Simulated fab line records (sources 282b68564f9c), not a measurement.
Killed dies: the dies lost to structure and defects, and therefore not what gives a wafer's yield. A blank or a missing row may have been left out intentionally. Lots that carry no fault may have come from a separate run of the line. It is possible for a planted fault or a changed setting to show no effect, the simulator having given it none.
Comparing a struck lot with a sound one / flow ritCmos / 45 steps out of a route of 202
Sound: these wafers, L352.1, L352.3, L352.4. Wafers L359.3, L359.4, L359.5 were the ones struck. The cause comes at the end.
For every step that has rows: the tool of each side, followed by ch and its chambers, followed by its first start. Under that, the readings that differ: sound wafers / struck wafers / difference of the means / sigmas: that difference in standard deviations of wafers without a fault.
alike: readings with means less than 2 such deviations apart, plus words and numbers identical on both sides. not compared: withheld readings, readings lacking a value on some wafer, bounds such as >300 that could conceal the same value, and numbers that have no deviation in the record and whose values overlap.
Wherever a step has rows on one side only, a row that says differs or no value, or a row with sigmas, the two part there. Non-overlapping numbers with no deviation appear without sigmas and do not part them. Lack of a reading on every wafer of one side parts them only where that side has two or more wafers.

first, 1 step without rows for these wafers: RIT_ACTIVE_DEVELOP_10 (develop time 50 s).
RIT_ACTIVE_CD_MEAS_11 targets a cd of 1400 nm.
  sound on cdSem-01, day 2 17:23; struck on cdSem-02, day 4 04:44
  alike: cdNm
then, 1 step without rows for these wafers: RIT_ACTIVE_HARDBAKE_12 (time 60 s).
RIT_ACTIVE_ETCH_13: etches Si3N4 in SF6, stops on SiO2, time 210 s, target depth 210 nm.
  sound on rieDiel-01 ch 0,1,2, day 2 17:39; struck on rieDiel-01 ch 0,2,3, day 4 04:58
  alike: drypumpMotorCurrentA, oesProductAu, throttleValvePct
  not compared: rfHoursCounterH
RIT_ACTIVE_STRIP_14: strips in O2, time 180 s.
  sound on plasmaAsher-02 ch 0,1, day 2 17:47; struck on plasmaAsher-01 ch 0,1, day 4 05:10
  alike: drypumpMotorCurrentA
  not compared: rfHoursCounterH
RIT_ACTIVE_CD_MEAS_90 targets a cd of 1400 nm.
  sound on cdSem-02, day 2 17:58; struck on cdSem-01, day 4 05:19
  alike: cdNm
then, 4 steps without rows for these wafers: RIT_ACTIVE_CLEAN_15 (cleans in SC1, time 600 s); RIT_ACTIVE_CLEAN_16 (cleans in dHF, time 30 s); RIT_ACTIVE_CLEAN_17 (cleans in SC2, time 600 s); RIT_FOX1_OXIDATION_00 (target thk 350.7 nm, ox time 1130 s).
RIT_FOX1_THK_MEAS_01:
  sound on filmMetro-03, day 2 21:00; struck on filmMetro-01, day 4 07:05
  alike: FOX1_OXIDE_THK
then, 1 step without rows for these wafers: RIT_FOX1_WET_ETCH_02 (etches SiO2 in BOE, target depth 350 nm, time 390 s).
RIT_FOX2_OXIDATION_00: target thk 350.7 nm, ox time 1130 s.
  sound on furnace-04 ch 0, day 2 21:10; struck on furnace-04 ch 0, day 4 07:23
reading=model.SiO2_of_FOX2_OXIDATION_00.thkNm (nm); sound=347.7 350.1 348.6; struck=329.3 330.1 324.6; difference=-20.8; sigmas=
RIT_FOX2_THK_MEAS_01:
  sound on filmMetro-02, day 2 22:29; struck on filmMetro-01, day 4 08:43
reading=FOX2_OXIDE_THK (nm); sound=348 350 349; struck=329 330 325; difference=-21; sigmas=-3
then, 2 steps without rows for these wafers: RIT_FOX2_CLEAN_02 (cleans in dHF, time 180 s); RIT_FOX2_WET_ETCH_03 (etches Si3N4 in H3PO4, target depth 195 nm, time 2700 s).
RIT_FOX2_THK_MEAS_90:
  sound on filmMetro-02, day 2 23:22; struck on filmMetro-01, day 4 09:36
reading=FIELD_OXIDE_LEFT_1_THK (nm); sound=320 323 321; struck=302 303 297; difference=-21; sigmas=-3
then, 6 steps without rows for these wafers: RIT_NWELL_HMDS_00 (prime time 60 s); RIT_NWELL_COAT_01 (resist thk 1300 nm); RIT_NWELL_SOFTBAKE_02 (time 60 s); RIT_NWELL_EXPOSE_03 (exposes mask M2, target cd 43900 nm); RIT_NWELL_PEB_04; RIT_NWELL_DEVELOP_05 (develop time 68 s).
RIT_NWELL_OVL_MEAS_06:
  sound on overlay-02, day 3 00:26; struck on overlay-02, day 4 10:51
  alike: NWELL_OVL
then, 2 steps without rows for these wafers: RIT_NWELL_HARDBAKE_07 (time 120 s); RIT_NWELL_IMPLANT_08.
RIT_NWELL_STRIP_09: strips in O2, time 180 s.
  sound on plasmaAsher-01 ch 0,1, day 3 00:52; struck on plasmaAsher-01 ch 0,1, day 4 11:20
  alike: drypumpMotorCurrentA
  not compared: rfHoursCounterH
RIT_NWELL_TW_MEAS_10:
  sound on filmMetro-02, day 3 01:02; struck on filmMetro-02, day 4 11:28
  alike: NWELL_TW
then, 6 steps without rows for these wafers: RIT_PWELL_HMDS_00 (prime time 60 s); RIT_PWELL_COAT_01 (resist thk 1300 nm); RIT_PWELL_SOFTBAKE_02 (time 60 s); RIT_PWELL_EXPOSE_03 (exposes mask M3, target cd 43700 nm); RIT_PWELL_PEB_04; RIT_PWELL_DEVELOP_05 (develop time 68 s).
RIT_PWELL_OVL_MEAS_06:
  sound on overlay-02, day 3 01:59; struck on overlay-01, day 4 12:31
  alike: PWELL_OVL
then, 2 steps without rows for these wafers: RIT_PWELL_HARDBAKE_07 (time 120 s); RIT_PWELL_IMPLANT_08.
RIT_PWELL_STRIP_09: strips in O2, time 180 s.
  sound on plasmaAsher-03 ch 0,1, day 3 02:25; struck on plasmaAsher-03 ch 0,1, day 4 13:01
  alike: drypumpMotorCurrentA
  not compared: rfHoursCounterH
RIT_PWELL_TW_MEAS_10:
  sound on filmMetro-04, day 3 02:35; struck on filmMetro-04, day 4 13:08
  alike: PWELL_TW
then, 1 step without rows for these wafers: RIT_WELLDRIVE_ANNEAL_00 (time 14700 s).
RIT_WELLDRIVE_RS_MEAS_01: measurement is done with a four-point probe.
  sound on filmMetro-04, day 3 08:59; struck on filmMetro-02, day 4 19:25
  alike: NWELL_RS
RIT_WELLDRIVE_RS_MEAS_02: measurement is done with a four-point probe.
  sound on filmMetro-04, day 3 09:06; struck on filmMetro-02, day 4 19:32
  alike: PWELL_RS
RIT_FOX2_THK_MEAS_91:
  sound on filmMetro-03, day 3 12:50; struck on filmMetro-01, day 4 23:30
reading=FIELD_OXIDE_LEFT_2_THK (nm); sound=252 254 253; struck=235 235 230; difference=-20; sigmas=-3
RIT_SILICIDE_WET_ETCH_00: etches SiO2 in BOE, target depth 14 nm, time 15 s.
  sound on wetBench-01 ch 2, day 4 10:07; struck on wetBench-01 ch 1, day 5 19:20
reading=model.SiO2_of_FOX2_OXIDATION_00.thkNm (nm); sound=145.8 152.3 147.2; struck=129 129.5 124.2; difference=-21; sigmas=
RIT_M1_PROBE_99:
  sound on prober-02, day 4 17:02; struck on prober-02, day 6 02:31
reading=model.etest.fieldN.vtV (V); sound=34.32 34.65 34.39; struck=31.74 31.7 30.99; difference=-2.98; sigmas=
reading=model.etest.fieldPMetal.vtV (V); sound=-28.28 -29.21 -28.53; struck=-31.06 -31.1 -31.45; difference=-2.53; sigmas=
  alike: killedAtContacts, killedAtFrontEnd, killedDies, killedOpen, killedShort
  not compared: model.etest.polyCombOverSteps.leakLog10AUm

== WHERE THEY PART ==
At RIT_FOX2_THK_MEAS_01 first; at RIT_FOX2_THK_MEAS_91 last (within this record only). Later steps at which nothing parts them and some readings are alike: RIT_M1_PROBE_99.

WHY: what the simulator had put in
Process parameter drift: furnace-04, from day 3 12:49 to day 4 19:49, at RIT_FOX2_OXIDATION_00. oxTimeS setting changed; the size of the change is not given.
